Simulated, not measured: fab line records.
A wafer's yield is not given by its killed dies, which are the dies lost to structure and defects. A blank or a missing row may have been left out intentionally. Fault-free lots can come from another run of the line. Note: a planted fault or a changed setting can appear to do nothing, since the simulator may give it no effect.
fab line records || flow ritCmos
record {"lots": 7, "wafers": 21, "lastDay": 7}
route steps=202 shown NSD@141 PSD@142 SDANNEAL@153 M1@202
lots that met no fault: taken from a fault-free run of the same line
startH: hours from the record's first day to the start of the lot's first wafer shown || waitH: time in hours since the lot's previous step || " as in the row above || L1.1+2: several wafers, shown together as one row || - either no value or no given start || * or withheld: withheld || < > ~ a bound
route shown NAME@n: a module of which the file shows steps, and the number in the route of the first || usual: mean/standard deviation of fault-free wafers || same: alike in all rows || chamber/n: place in a boat || sites: the reading at each site || _std_site: how widely they spread, as a standard deviation || _edge_site: mean of outer sites minus mean of inner sites || radiusMm: for every site, how far away it sits from the centre of the wafer || mask NAME#n: copy n || behind: the last tool/chamber to shape the wafer || hold: why the lot went on hold/how many hours it stayed there/how the hold came to an end || device: which transistor (n, p or np) failed to switch || end of line: tests of these same wafers at the route's end || a step given without rows: its recipe and nothing more || killed: the dies lost at the first sort to structure and to defects; this is not the yield of the wafer || map: dies across one wafer; x = killed, . = not, _ = none there
set.NAME: setting as actually run; set.NAME@STEP: the setting as run at that earlier step || model.NAME: the simulator's own value behind a step, which no gauge read
lots seen at some steps along the route; tables by step, rows by wafer
services: when a tool's chamber went out of use (startH, in hours from the record's first day, below 0 if earlier), for how many hours, and the reason
## steps
# step RIT_NSD_TW_MEAS_10
# usual {"NSD_TW": "3098/23"}
{"lot.wafer": "L198.1", "tool": "filmMetro-01", "chamber": "-", "startH": 64.56, "waitH": 0.1, "NSD_TW": 3123}
{"lot.wafer": "L198.2", "tool": "filmMetro-01", "chamber": "-", "startH": 64.56, "waitH": 0.1, "NSD_TW": 3116}
{"lot.wafer": "L198.4", "tool": "filmMetro-01", "chamber": "-", "startH": 64.56, "waitH": 0.1, "NSD_TW": 3106}
{"lot.wafer": "L206.1", "tool": "filmMetro-04", "chamber": "-", "startH": 102.33, "waitH": 0.1, "NSD_TW": 3078}
{"lot.wafer": "L206.5", "tool": "filmMetro-04", "chamber": "-", "startH": 102.33, "waitH": 0.1, "NSD_TW": 3087}
{"lot.wafer": "L206.6", "tool": "filmMetro-04", "chamber": "-", "startH": 102.33, "waitH": 0.1, "NSD_TW": 3072}
{"lot.wafer": "L211.1", "tool": "filmMetro-04", "chamber": "-", "startH": 129.81, "waitH": 0.1, "NSD_TW": 3066}
{"lot.wafer": "L211.2", "tool": "filmMetro-04", "chamber": "-", "startH": 129.81, "waitH": 0.1, "NSD_TW": 3069}
{"lot.wafer": "L211.5", "tool": "filmMetro-04", "chamber": "-", "startH": 129.81, "waitH": 0.1, "NSD_TW": 3046}
{"lot.wafer": "L212.2", "tool": "filmMetro-03", "chamber": "-", "startH": 131.57, "waitH": 0.1, "NSD_TW": 3103}
{"lot.wafer": "L212.3", "tool": "filmMetro-03", "chamber": "-", "startH": 131.57, "waitH": 0.1, "NSD_TW": 3083}
{"lot.wafer": "L212.6", "tool": "filmMetro-03", "chamber": "-", "startH": 131.57, "waitH": 0.1, "NSD_TW": 3114}
{"lot.wafer": "L213.1", "tool": "filmMetro-01", "chamber": "-", "startH": 133.48, "waitH": 0.1, "NSD_TW": 3114}
{"lot.wafer": "L213.2", "tool": "filmMetro-01", "chamber": "-", "startH": 133.48, "waitH": 0.1, "NSD_TW": 3112}
{"lot.wafer": "L213.3", "tool": "filmMetro-01", "chamber": "-", "startH": 133.48, "waitH": 0.1, "NSD_TW": 3119}
{"lot.wafer": "L218.2", "tool": "filmMetro-01", "chamber": "-", "startH": 163.27, "waitH": 0.1, "NSD_TW": 3138}
{"lot.wafer": "L218.3", "tool": "filmMetro-01", "chamber": "-", "startH": 163.27, "waitH": 0.1, "NSD_TW": 3115}
{"lot.wafer": "L218.5", "tool": "filmMetro-01", "chamber": "-", "startH": 163.27, "waitH": 0.1, "NSD_TW": 3116}
{"lot.wafer": "L219.3", "tool": "filmMetro-03", "chamber": "-", "startH": 167.82, "waitH": 0.1, "NSD_TW": 3112}
{"lot.wafer": "L219.4", "tool": "filmMetro-03", "chamber": "-", "startH": 167.82, "waitH": 0.1, "NSD_TW": 3138}
{"lot.wafer": "L219.5", "tool": "filmMetro-03", "chamber": "-", "startH": 167.82, "waitH": 0.1, "NSD_TW": 3136}
# step RIT_PSD_HMDS_00
# recipe {"primeTimeS": 60, "primeTempC": 140}
# step RIT_PSD_COAT_01
# recipe {"resist": "NOVOLAK", "spinRpm": 3250, "resistThkNm": 1000}
# step RIT_PSD_SOFTBAKE_02
# recipe {"resist": "NOVOLAK", "tempC": 90, "timeS": 60}
# step RIT_PSD_EXPOSE_03
# recipe {"maskId": "M10", "na": 0.57, "targetCdNm": 40900, "doseMj": 250}
# step RIT_PSD_PEB_04
# recipe {"resist": "NOVOLAK", "tempC": "withheld", "timeS": "withheld"}
# step RIT_PSD_DEVELOP_05
# recipe {"resist": "NOVOLAK", "developTimeS": 50, "devTempC": 23}
# step RIT_PSD_OVL_MEAS_06
# usual {"PSD_OVL": "0.3/1.2"}
{"lot.wafer": "L198.1", "tool": "overlay-02", "chamber": "-", "startH": 65.60, "waitH": "-", "PSD_OVL[nm]": -0.1}
{"lot.wafer": "L198.2", "tool": "overlay-02", "chamber": "-", "startH": 65.60, "waitH": "-", "PSD_OVL[nm]": -0.5}
{"lot.wafer": "L198.4", "tool": "overlay-02", "chamber": "-", "startH": 65.60, "waitH": "-", "PSD_OVL[nm]": -1.5}
{"lot.wafer": "L206.1", "tool": "overlay-02", "chamber": "-", "startH": 103.24, "waitH": "-", "PSD_OVL[nm]": 0.7}
{"lot.wafer": "L206.5", "tool": "overlay-02", "chamber": "-", "startH": 103.24, "waitH": "-", "PSD_OVL[nm]": 1.9}
{"lot.wafer": "L206.6", "tool": "overlay-02", "chamber": "-", "startH": 103.24, "waitH": "-", "PSD_OVL[nm]": 1.8}
{"lot.wafer": "L211.1", "tool": "overlay-01", "chamber": "-", "startH": 130.73, "waitH": "-", "PSD_OVL[nm]": 1.0}
{"lot.wafer": "L211.2", "tool": "overlay-01", "chamber": "-", "startH": 130.73, "waitH": "-", "PSD_OVL[nm]": 1.1}
{"lot.wafer": "L211.5", "tool": "overlay-01", "chamber": "-", "startH": 130.73, "waitH": "-", "PSD_OVL[nm]": 0.5}
{"lot.wafer": "L212.2", "tool": "overlay-01", "chamber": "-", "startH": 132.48, "waitH": "-", "PSD_OVL[nm]": -0.6}
{"lot.wafer": "L212.3", "tool": "overlay-01", "chamber": "-", "startH": 132.48, "waitH": "-", "PSD_OVL[nm]": -0.7}
{"lot.wafer": "L212.6", "tool": "overlay-01", "chamber": "-", "startH": 132.48, "waitH": "-", "PSD_OVL[nm]": -0.9}
{"lot.wafer": "L213.1", "tool": "overlay-01", "chamber": "-", "startH": 134.39, "waitH": "-", "PSD_OVL[nm]": 1.5}
{"lot.wafer": "L213.2", "tool": "overlay-01", "chamber": "-", "startH": 134.39, "waitH": "-", "PSD_OVL[nm]": 2.0}
{"lot.wafer": "L213.3", "tool": "overlay-01", "chamber": "-", "startH": 134.39, "waitH": "-", "PSD_OVL[nm]": 0.7}
{"lot.wafer": "L218.2", "tool": "overlay-02", "chamber": "-", "startH": 164.21, "waitH": "-", "PSD_OVL[nm]": -3.1}
{"lot.wafer": "L218.3", "tool": "overlay-02", "chamber": "-", "startH": 164.21, "waitH": "-", "PSD_OVL[nm]": -2.7}
{"lot.wafer": "L218.5", "tool": "overlay-02", "chamber": "-", "startH": 164.21, "waitH": "-", "PSD_OVL[nm]": -1.7}
{"lot.wafer": "L219.3", "tool": "overlay-01", "chamber": "-", "startH": 168.93, "waitH": "-", "PSD_OVL[nm]": 0.5}
{"lot.wafer": "L219.4", "tool": "overlay-01", "chamber": "-", "startH": 168.93, "waitH": "-", "PSD_OVL[nm]": 1.3}
{"lot.wafer": "L219.5", "tool": "overlay-01", "chamber": "-", "startH": 168.93, "waitH": "-", "PSD_OVL[nm]": 1.0}
# step RIT_PSD_HARDBAKE_07
# recipe {"resist": "NOVOLAK", "tempC": 140, "timeS": 60}
# step RIT_PSD_IMPLANT_08
# recipe {"species": "BF2", "energyKev": 27, "doseCm2": 5e+15, "tiltDeg": 7}
# step RIT_PSD_STRIP_09
# recipe {"chemistry": "O2", "timeS": 180, "resist": "NOVOLAK", "platenTempC": "withheld", "powerW": 500, "pressureMtorr": 4000, "o2FlowSccm": 4000}
# usual {"drypumpMotorCurrentA": "5.8/0.52", "o2FlowSccm": "4001/12", "rfReflPowerW": "6.4/1.7"}
{"lot.wafer": "L198.1", "tool": "plasmaAsher-01", "chamber": 1, "startH": 65.93, "waitH": 0.1, "drypumpMotorCurrentA": 5.2, "o2FlowSccm": 4000, "rfHoursCounterH": 38, "rfReflPowerW": 4.8}
{"lot.wafer": "L198.2", "tool": "plasmaAsher-01", "chamber": 0, "startH": 65.93, "waitH": 0.1, "drypumpMotorCurrentA": 5.5, "o2FlowSccm": 4015, "rfHoursCounterH": 38, "rfReflPowerW": 4.9}
{"lot.wafer": "L198.4", "tool": "plasmaAsher-01", "chamber": 0, "startH": 65.93, "waitH": 0.1, "drypumpMotorCurrentA": 5.5, "o2FlowSccm": 4005, "rfHoursCounterH": "-", "rfReflPowerW": 4.9}
{"lot.wafer": "L206.1", "tool": "plasmaAsher-02", "chamber": 1, "startH": 103.66, "waitH": 0.1, "drypumpMotorCurrentA": 5.5, "o2FlowSccm": 4013, "rfHoursCounterH": 46, "rfReflPowerW": 4.4}
{"lot.wafer": "L206.5", "tool": "plasmaAsher-02", "chamber": 0, "startH": 103.66, "waitH": 0.1, "drypumpMotorCurrentA": 5.6, "o2FlowSccm": 4007, "rfHoursCounterH": "-", "rfReflPowerW": 6.5}
{"lot.wafer": "L206.6", "tool": "plasmaAsher-02", "chamber": 1, "startH": 103.66, "waitH": 0.1, "drypumpMotorCurrentA": 5.5, "o2FlowSccm": 4005, "rfHoursCounterH": "-", "rfReflPowerW": 4.2}
{"lot.wafer": "L211.1", "tool": "plasmaAsher-01", "chamber": 1, "startH": 131.07, "waitH": 0.1, "drypumpMotorCurrentA": 5.1, "o2FlowSccm": 3994, "rfHoursCounterH": 45, "rfReflPowerW": 4.9}
{"lot.wafer": "L211.2", "tool": "plasmaAsher-01", "chamber": 0, "startH": 131.07, "waitH": 0.1, "drypumpMotorCurrentA": 5.5, "o2FlowSccm": 3979, "rfHoursCounterH": 45, "rfReflPowerW": 4.6}
{"lot.wafer": "L211.5", "tool": "plasmaAsher-01", "chamber": 0, "startH": 131.07, "waitH": 0.1, "drypumpMotorCurrentA": 5.5, "o2FlowSccm": 3989, "rfHoursCounterH": "-", "rfReflPowerW": 4.8}
{"lot.wafer": "L212.2", "tool": "plasmaAsher-03", "chamber": 0, "startH": 132.81, "waitH": 0.1, "drypumpMotorCurrentA": 5.9, "o2FlowSccm": 4006, "rfHoursCounterH": 2, "rfReflPowerW": 7.3}
{"lot.wafer": "L212.3", "tool": "plasmaAsher-03", "chamber": 0, "startH": 132.81, "waitH": 0.1, "drypumpMotorCurrentA": 5.9, "o2FlowSccm": 4004, "rfHoursCounterH": "-", "rfReflPowerW": 7.4}
{"lot.wafer": "L212.6", "tool": "plasmaAsher-03", "chamber": 0, "startH": 132.81, "waitH": 0.1, "drypumpMotorCurrentA": 5.9, "o2FlowSccm": 4010, "rfHoursCounterH": "-", "rfReflPowerW": 7.3}
{"lot.wafer": "L213.1", "tool": "plasmaAsher-03", "chamber": 0, "startH": 134.72, "waitH": 0.1, "drypumpMotorCurrentA": 5.9, "o2FlowSccm": 3989, "rfHoursCounterH": 2, "rfReflPowerW": 7.4}
{"lot.wafer": "L213.2", "tool": "plasmaAsher-03", "chamber": 1, "startH": 134.72, "waitH": 0.1, "drypumpMotorCurrentA": 6.8, "o2FlowSccm": 3995, "rfHoursCounterH": 2, "rfReflPowerW": 8.5}
{"lot.wafer": "L213.3", "tool": "plasmaAsher-03", "chamber": 1, "startH": 134.72, "waitH": 0.1, "drypumpMotorCurrentA": 6.7, "o2FlowSccm": 4000, "rfHoursCounterH": "-", "rfReflPowerW": 8.6}
{"lot.wafer": "L218.2", "tool": "plasmaAsher-01", "chamber": 1, "startH": 164.54, "waitH": 0.1, "drypumpMotorCurrentA": 5.2, "o2FlowSccm": 3999, "rfHoursCounterH": 50, "rfReflPowerW": 4.6}
{"lot.wafer": "L218.3", "tool": "plasmaAsher-01", "chamber": 0, "startH": 164.54, "waitH": 0.1, "drypumpMotorCurrentA": 5.5, "o2FlowSccm": 3987, "rfHoursCounterH": "-", "rfReflPowerW": 5.1}
{"lot.wafer": "L218.5", "tool": "plasmaAsher-01", "chamber": 0, "startH": 164.54, "waitH": 0.1, "drypumpMotorCurrentA": 5.5, "o2FlowSccm": 4007, "rfHoursCounterH": "-", "rfReflPowerW": 5.1}
{"lot.wafer": "L219.3", "tool": "plasmaAsher-02", "chamber": 1, "startH": 169.31, "waitH": 0.1, "drypumpMotorCurrentA": 5.5, "o2FlowSccm": 4015, "rfHoursCounterH": "-", "rfReflPowerW": 4.3}
{"lot.wafer": "L219.4", "tool": "plasmaAsher-02", "chamber": 0, "startH": 169.31, "waitH": 0.1, "drypumpMotorCurrentA": 5.6, "o2FlowSccm": 3989, "rfHoursCounterH": "-", "rfReflPowerW": 7.2}
{"lot.wafer": "L219.5", "tool": "plasmaAsher-02", "chamber": 1, "startH": 169.31, "waitH": 0.1, "drypumpMotorCurrentA": 5.5, "o2FlowSccm": 4012, "rfHoursCounterH": "-", "rfReflPowerW": 4.0}
# step RIT_PSD_TW_MEAS_10
# usual {"PSD_TW": "3409/24"}
{"lot.wafer": "L198.1", "tool": "filmMetro-01", "chamber": "-", "startH": 66.11, "waitH": 0.1, "PSD_TW": 3415}
{"lot.wafer": "L198.2", "tool": "filmMetro-01", "chamber": "-", "startH": 66.11, "waitH": 0.1, "PSD_TW": 3430}
{"lot.wafer": "L198.4", "tool": "filmMetro-01", "chamber": "-", "startH": 66.11, "waitH": 0.1, "PSD_TW": 3428}
{"lot.wafer": "L206.1", "tool": "filmMetro-01", "chamber": "-", "startH": 103.83, "waitH": 0.1, "PSD_TW": 3399}
{"lot.wafer": "L206.5", "tool": "filmMetro-01", "chamber": "-", "startH": 103.83, "waitH": 0.1, "PSD_TW": 3401}
{"lot.wafer": "L206.6", "tool": "filmMetro-01", "chamber": "-", "startH": 103.83, "waitH": 0.1, "PSD_TW": 3397}
{"lot.wafer": "L211.1", "tool": "filmMetro-01", "chamber": "-", "startH": 131.24, "waitH": 0.1, "PSD_TW": 3435}
{"lot.wafer": "L211.2", "tool": "filmMetro-01", "chamber": "-", "startH": 131.24, "waitH": 0.1, "PSD_TW": 3425}
{"lot.wafer": "L211.5", "tool": "filmMetro-01", "chamber": "-", "startH": 131.24, "waitH": 0.1, "PSD_TW": 3433}
{"lot.wafer": "L212.2", "tool": "filmMetro-01", "chamber": "-", "startH": 132.99, "waitH": 0.1, "PSD_TW": 3413}
{"lot.wafer": "L212.3", "tool": "filmMetro-01", "chamber": "-", "startH": 132.99, "waitH": 0.1, "PSD_TW": 3416}
{"lot.wafer": "L212.6", "tool": "filmMetro-01", "chamber": "-", "startH": 132.99, "waitH": 0.1, "PSD_TW": 3406}
{"lot.wafer": "L213.1", "tool": "filmMetro-04", "chamber": "-", "startH": 134.90, "waitH": 0.1, "PSD_TW": 3387}
{"lot.wafer": "L213.2", "tool": "filmMetro-04", "chamber": "-", "startH": 134.90, "waitH": 0.1, "PSD_TW": 3376}
{"lot.wafer": "L213.3", "tool": "filmMetro-04", "chamber": "-", "startH": 134.90, "waitH": 0.1, "PSD_TW": 3368}
{"lot.wafer": "L218.2", "tool": "filmMetro-03", "chamber": "-", "startH": 164.73, "waitH": 0.1, "PSD_TW": 3422}
{"lot.wafer": "L218.3", "tool": "filmMetro-03", "chamber": "-", "startH": 164.73, "waitH": 0.1, "PSD_TW": 3438}
{"lot.wafer": "L218.5", "tool": "filmMetro-03", "chamber": "-", "startH": 164.73, "waitH": 0.1, "PSD_TW": 3423}
{"lot.wafer": "L219.3", "tool": "filmMetro-01", "chamber": "-", "startH": 169.45, "waitH": 0.1, "PSD_TW": 3413}
{"lot.wafer": "L219.4", "tool": "filmMetro-01", "chamber": "-", "startH": 169.45, "waitH": 0.1, "PSD_TW": 3445}
{"lot.wafer": "L219.5", "tool": "filmMetro-01", "chamber": "-", "startH": 169.45, "waitH": 0.1, "PSD_TW": 3430}
# step RIT_SDANNEAL_CLEAN_00
# recipe {"chemistry": "SC1", "mix": "3:3:50", "timeS": 600, "tempC": 75}
# usual {"bathGuardTempC": "74.8/0.37", "bathHeatDutyPct": "15.4/1.6"}
{"lot.wafer": "L198.1", "tool": "wetBench-01", "chamber": 2, "startH": 66.17, "waitH": 0.1, "bathGuardTempC": 75.2, "bathHeatDutyPct": 14.6}
{"lot.wafer": "L198.2", "tool": "wetBench-01", "chamber": 2, "startH": 66.17, "waitH": 0.1, "bathGuardTempC": 75.6, "bathHeatDutyPct": 14.3}
{"lot.wafer": "L198.4", "tool": "wetBench-01", "chamber": 2, "startH": 66.17, "waitH": 0.1, "bathGuardTempC": 75.1, "bathHeatDutyPct": 13.3}
{"lot.wafer": "L206.1", "tool": "wetBench-03", "chamber": 1, "startH": 103.89, "waitH": 0.1, "bathGuardTempC": 75.5, "bathHeatDutyPct": 15.2}
{"lot.wafer": "L206.5", "tool": "wetBench-03", "chamber": 1, "startH": 103.89, "waitH": 0.1, "bathGuardTempC": 75.1, "bathHeatDutyPct": 15.6}
{"lot.wafer": "L206.6", "tool": "wetBench-03", "chamber": 1, "startH": 103.89, "waitH": 0.1, "bathGuardTempC": 75.1, "bathHeatDutyPct": 15.6}
{"lot.wafer": "L211.1", "tool": "wetBench-03", "chamber": 3, "startH": 131.30, "waitH": 0.1, "bathGuardTempC": "-", "bathHeatDutyPct": "-"}
{"lot.wafer": "L211.2", "tool": "wetBench-03", "chamber": 3, "startH": 131.30, "waitH": 0.1, "bathGuardTempC": "-", "bathHeatDutyPct": "-"}
{"lot.wafer": "L211.5", "tool": "wetBench-03", "chamber": 3, "startH": 131.30, "waitH": 0.1, "bathGuardTempC": "-", "bathHeatDutyPct": "-"}
{"lot.wafer": "L212.2", "tool": "wetBench-03", "chamber": 0, "startH": 133.04, "waitH": 0.0, "bathGuardTempC": "-", "bathHeatDutyPct": "-"}
{"lot.wafer": "L212.3", "tool": "wetBench-03", "chamber": 0, "startH": 133.04, "waitH": 0.0, "bathGuardTempC": "-", "bathHeatDutyPct": "-"}
{"lot.wafer": "L212.6", "tool": "wetBench-03", "chamber": 0, "startH": 133.04, "waitH": 0.0, "bathGuardTempC": "-", "bathHeatDutyPct": "-"}
{"lot.wafer": "L213.1", "tool": "wetBench-03", "chamber": 3, "startH": 134.96, "waitH": 0.1, "bathGuardTempC": "-", "bathHeatDutyPct": "-"}
{"lot.wafer": "L213.2", "tool": "wetBench-03", "chamber": 3, "startH": 134.96, "waitH": 0.1, "bathGuardTempC": "-", "bathHeatDutyPct": "-"}
{"lot.wafer": "L213.3", "tool": "wetBench-03", "chamber": 3, "startH": 134.96, "waitH": 0.1, "bathGuardTempC": "-", "bathHeatDutyPct": "-"}
{"lot.wafer": "L218.2", "tool": "wetBench-01", "chamber": 2, "startH": 164.78, "waitH": 0.0, "bathGuardTempC": 75.3, "bathHeatDutyPct": 13.5}
{"lot.wafer": "L218.3", "tool": "wetBench-01", "chamber": 2, "startH": 164.78, "waitH": 0.0, "bathGuardTempC": 75.2, "bathHeatDutyPct": 14.5}
{"lot.wafer": "L218.5", "tool": "wetBench-01", "chamber": 2, "startH": 164.78, "waitH": 0.0, "bathGuardTempC": 75.0, "bathHeatDutyPct": 13.5}
{"lot.wafer": "L219.3", "tool": "wetBench-01", "chamber": 3, "startH": 169.49, "waitH": 0.0, "bathGuardTempC": 74.5, "bathHeatDutyPct": 14.6}
{"lot.wafer": "L219.4", "tool": "wetBench-01", "chamber": 3, "startH": 169.49, "waitH": 0.0, "bathGuardTempC": 74.8, "bathHeatDutyPct": 14.9}
{"lot.wafer": "L219.5", "tool": "wetBench-01", "chamber": 3, "startH": 169.49, "waitH": 0.0, "bathGuardTempC": 74.4, "bathHeatDutyPct": 15.2}
# step RIT_SDANNEAL_CLEAN_01
# recipe {"chemistry": "dHF", "dilution": "50:1", "timeS": 30}
# step RIT_M1_PROBE_99
# usual {"killedAtContacts": "0.0/0.18", "killedAtFrontEnd": "7/3", "killedDies": "7/3", "killedOpen": "3.6/1.9", "killedShort": "3.2/1.8"}
# same {"grossDies": 264, "killed_at_M0_to_M3": 0, "killed_at_M4_up": 0, "killedAtBackSide": 0, "killedAtOther": 0}
{"lot.wafer": "L206.1", "tool": "prober-01", "chamber": "-", "startH": 112.01, "waitH": 0.1, "killedAtContacts": 0, "killedAtFrontEnd": 11, "killedDies": 11, "killedOpen": 5, "killedShort": 6}
{"lot.wafer": "L206.5", "tool": "prober-01", "chamber": "-", "startH": 112.21, "waitH": 0.2, "killedAtContacts": 0, "killedAtFrontEnd": 7, "killedDies": 7, "killedOpen": 3, "killedShort": 4}
{"lot.wafer": "L206.6", "tool": "prober-01", "chamber": "-", "startH": 112.26, "waitH": 0.2, "killedAtContacts": 0, "killedAtFrontEnd": 7, "killedDies": 7, "killedOpen": 3, "killedShort": 4}
{"lot.wafer": "L218.2", "tool": "prober-02", "chamber": "-", "startH": 172.69, "waitH": 0.1, "killedAtContacts": 0, "killedAtFrontEnd": 6, "killedDies": 6, "killedOpen": 1, "killedShort": 5}
{"lot.wafer": "L218.3", "tool": "prober-02", "chamber": "-", "startH": 172.74, "waitH": 0.2, "killedAtContacts": 0, "killedAtFrontEnd": 5, "killedDies": 5, "killedOpen": 3, "killedShort": 2}
{"lot.wafer": "L218.5", "tool": "prober-02", "chamber": "-", "startH": 172.84, "waitH": 0.2, "killedAtContacts": 0, "killedAtFrontEnd": 7, "killedDies": 7, "killedOpen": 3, "killedShort": 4}
# killed by level:class
L206.1 FOX2:geometricParticle:short=3 GATE:geometricParticle:short=3 GATE:geometricParticle:open=3 REOX:geometricParticle:open=1 SILICIDE:geometricParticle:open=1
L206.5 GATE:geometricParticle:short=3 GATE:geometricParticle:open=2 REOX:geometricParticle:open=1 SILICIDE:geometricParticle:short=1
L206.6 GATE:geometricParticle:short=2 GATE:geometricParticle:open=2 SILICIDE:geometricParticle:short=2 REOX:geometricParticle:open=1
L218.2 FOX1:geometricParticle:short=2 GATE:geometricParticle:short=2 FOX1:geometricParticle:open=1 REOX:geometricParticle:short=1
L218.3 FOX1:geometricParticle:short=1 FOX2:geometricParticle:open=1 GATE:geometricParticle:open=1 REOX:geometricParticle:open=1 SILICIDE:geometricParticle:short=1
L218.5 FOX1:geometricParticle:open=1 FOX1:geometricParticle:short=1 GATE:geometricParticle:open=1 GATE:geometricParticle:short=1 REOX:geometricParticle:short=1 SILICIDE:geometricParticle:short=1 SILICIDE:geometricParticle:open=1
## services
{"tool": "plasmaAsher-03", "chamber": "-", "startH": 108.75, "hours": 9.0, "kind": "pm"}
{"tool": "plasmaAsher-03", "chamber": 0, "startH": 108.75, "hours": 9.0, "kind": "ventCycle"}
{"tool": "plasmaAsher-03", "chamber": 1, "startH": 108.75, "hours": 9.0, "kind": "ventCycle"}
{"tool": "plasmaAsher-03", "chamber": 0, "startH": 117.75, "hours": "-", "kind": "clean"}
{"tool": "plasmaAsher-03", "chamber": 1, "startH": 117.75, "hours": "-", "kind": "clean"}
{"tool": "plasmaAsher-02", "chamber": "-", "startH": 153.93, "hours": 14.6, "kind": "pm"}
## key
firstSign {"step": "RIT_SDANNEAL_CLEAN_00", "reading": "toolRecord", "direction": "missing"}
effect none on later readings
metAt RIT_SDANNEAL_CLEAN_00
struckWafers L211.1,L211.2,L211.5,L212.2,L212.3,L212.6,L213.1,L213.2,L213.3
testerLeftOut L211,L212,L213
onsetBetween 103.89 131.30
fault {"kind": "skippedStepWhole", "tool": "wetBench-03", "chamber": "-", "onsetH": 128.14, "steps": "RIT_SDANNEAL_CLEAN_00", "scope": "struckLotsOnly"}
# testerLeftOut: of these lots the tester's yield and bins aren't shown, on N5 and GAA mostly nor the transistor test; their killed dies are dies lost to structure and defects alone, not to doping, threshold or leakage, so they don't give the yield
